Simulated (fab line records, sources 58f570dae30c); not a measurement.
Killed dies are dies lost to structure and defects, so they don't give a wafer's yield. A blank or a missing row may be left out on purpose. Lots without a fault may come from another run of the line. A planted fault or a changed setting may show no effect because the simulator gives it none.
A struck lot beside a sound one | flow berkeley_cmos170 | 22 steps out of a route of 331
Sound: wafers L792.3, L792.4, L792.5. Struck: wafers L795.1, L795.3, L795.6. The cause comes at the end.
At each step with rows: each side's tool, then ch and its chambers, then its first start. Under that, the readings that differ: sound wafers | struck wafers | difference of the means | sigmas: that difference in standard deviations of wafers without a fault.
alike: readings whose means differ by less than 2 such deviations, and words and numbers that are the same on both sides. not compared: withheld readings, readings that some wafer has no value for, bounds like >300 that may hide the same value, and numbers for which the record gives no deviation and whose values overlap.
The two part at a step that has a row with sigmas, a row that says differs or no value, or rows on one side only. Numbers that don't overlap but have no deviation are shown without sigmas and don't part them. A reading that every wafer of one side lacks parts them only if that side has two wafers or more.

first, 2 steps without rows for these wafers: UCB170_CONTACT_CLEAN_00 (cleans in SPM, time 600 s); UCB170_CONTACT_CVD_01 (deposits PSG from SiH4/O2/PH3, target thk 700 nm, time 2820 s).
UCB170_CONTACT_THK_MEAS_02:
  sound on film_metro-04, day 9 05:44; struck on film_metro-04, day 10 06:58
  alike: CONTACT_PSG_THK
then, 3 steps without rows for these wafers: UCB170_CONTACT_HMDS_03 (prime time 60 s); UCB170_CONTACT_COAT_04 (resist thk 900 nm); UCB170_CONTACT_SOFTBAKE_05 (time 60 s).
UCB170_CONTACT_STRIP_06: strips in O2.
  sound on plasma_asher-01 ch 0,1, day 9 06:16; struck on plasma_asher-02 ch 0,1, day 10 07:28
  alike: drypump_motor_current_A, oes_product_au, strip_time_to_endpoint_s
  not compared: rf_hours_counter_h
then, 1 step without rows for these wafers: UCB170_CONTACT_CLEAN_07 (cleans in SPM, time 600 s).
UCB170_CONTACT_RTA_08: time 10 s.
  sound on rtp_anneal-01 ch 0, day 9 06:32; struck on rtp_anneal-01 ch 0, day 10 07:45
  alike: lamp_power_pct, wafer_temp_C_max
then, 3 steps without rows for these wafers: UCB170_CONTACT_COAT_09; UCB170_CONTACT_COAT_10 (resist thk 900 nm); UCB170_CONTACT_SOFTBAKE_11 (time 60 s).
UCB170_CONTACT_EXPOSE_12: exposes mask CONT, target cd 700 nm.
  sound on krf_scanner-02 ch 0, day 9 07:11; struck on krf_scanner-01 ch 0, day 10 08:38
  reading              | sound             | struck            | difference | sigmas
  exposure_dose_mJ_cm2 | 34.34 34.34 34.34 | 33.99 34.05 33.99 | -0.33      | -8
  alike: mask
then, 2 steps without rows for these wafers: UCB170_CONTACT_PEB_13; UCB170_CONTACT_DEVELOP_14 (develop time 45 s).
UCB170_CONTACT_CD_MEAS_15: target cd 700 nm.
  sound on cd_sem-02, day 9 07:35; struck on cd_sem-01, day 10 09:47
  reading    | sound             | struck            | difference | sigmas
  cd_nm (nm) | 701.8 700.4 701.6 | 705.9 706.4 703.4 | +4.0       | +3
  not compared: hold
UCB170_CONTACT_OVL_MEAS_16:
  sound on overlay-01, day 9 07:40; struck on overlay-01, day 10 10:42
  reading | sound | struck                                                                     | difference                   | sigmas
  hold    | - - - | await_dispo/0.8h/release await_dispo/0.8h/release await_dispo/0.8h/release | no value on the sound wafers |
  alike: CONTACT_OVL
UCB170_CONTACT_ETCH_17: etches BARC in N2/H2.
  sound on rie_diel-03 ch 1,3, day 9 07:41; struck on rie_diel-04 ch 2,3, day 10 10:44
  reading                  | sound             | struck          | difference | sigmas
  model.CONTACT.cd_nm (nm) | 701.5 700.1 701.3 | 705.9 705.8 703 | +3.9       |
  alike: drypump_motor_current_A, oes_product_au, throttle_valve_pct
UCB170_CONTACT_ETCH_18: etches PSG in CHF3/CF4/Ar, stops on TiSi2, target depth 840 nm, time 195 s.
  sound on rie_diel-03 ch 1,3; struck on rie_diel-04 ch 2,3
  reading                  | sound             | struck          | difference | sigmas
  model.CONTACT.cd_nm (nm) | 701.1 699.6 701.3 | 706.2 705.8 703 | +4.3       |
  alike: drypump_motor_current_A, oes_product_au, throttle_valve_pct
  not compared: rf_hours_counter_h
UCB170_CONTACT_STRIP_19: strips in O2.
  sound on plasma_asher-03 ch 0,1, day 9 07:53; struck on plasma_asher-01 ch 0,1, day 10 10:55
  alike: drypump_motor_current_A, oes_product_au
  not compared: rf_hours_counter_h
UCB170_CONTACT_CD_MEAS_90: target cd 700 nm.
  sound on cd_sem-01, day 9 08:00; struck on cd_sem-02, day 10 11:18
  reading    | sound             | struck            | difference | sigmas
  cd_nm (nm) | 701.3 699.3 701.5 | 706.2 705.9 703.3 | +4.4       | +3
  not compared: hold
UCB170_M3_PROBE_99:
  the record has rows for the struck wafers here (prober-01, day 11 04:50) and none for the sound ones

WHERE THEY PART
First at UCB170_CONTACT_EXPOSE_12; last, within this record, at UCB170_M3_PROBE_99.

WHY: what the simulator had put in
Process parameter drift: krf_scanner-01, from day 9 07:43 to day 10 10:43, at UCB170_CONTACT_EXPOSE_12. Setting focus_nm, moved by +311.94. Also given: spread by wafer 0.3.
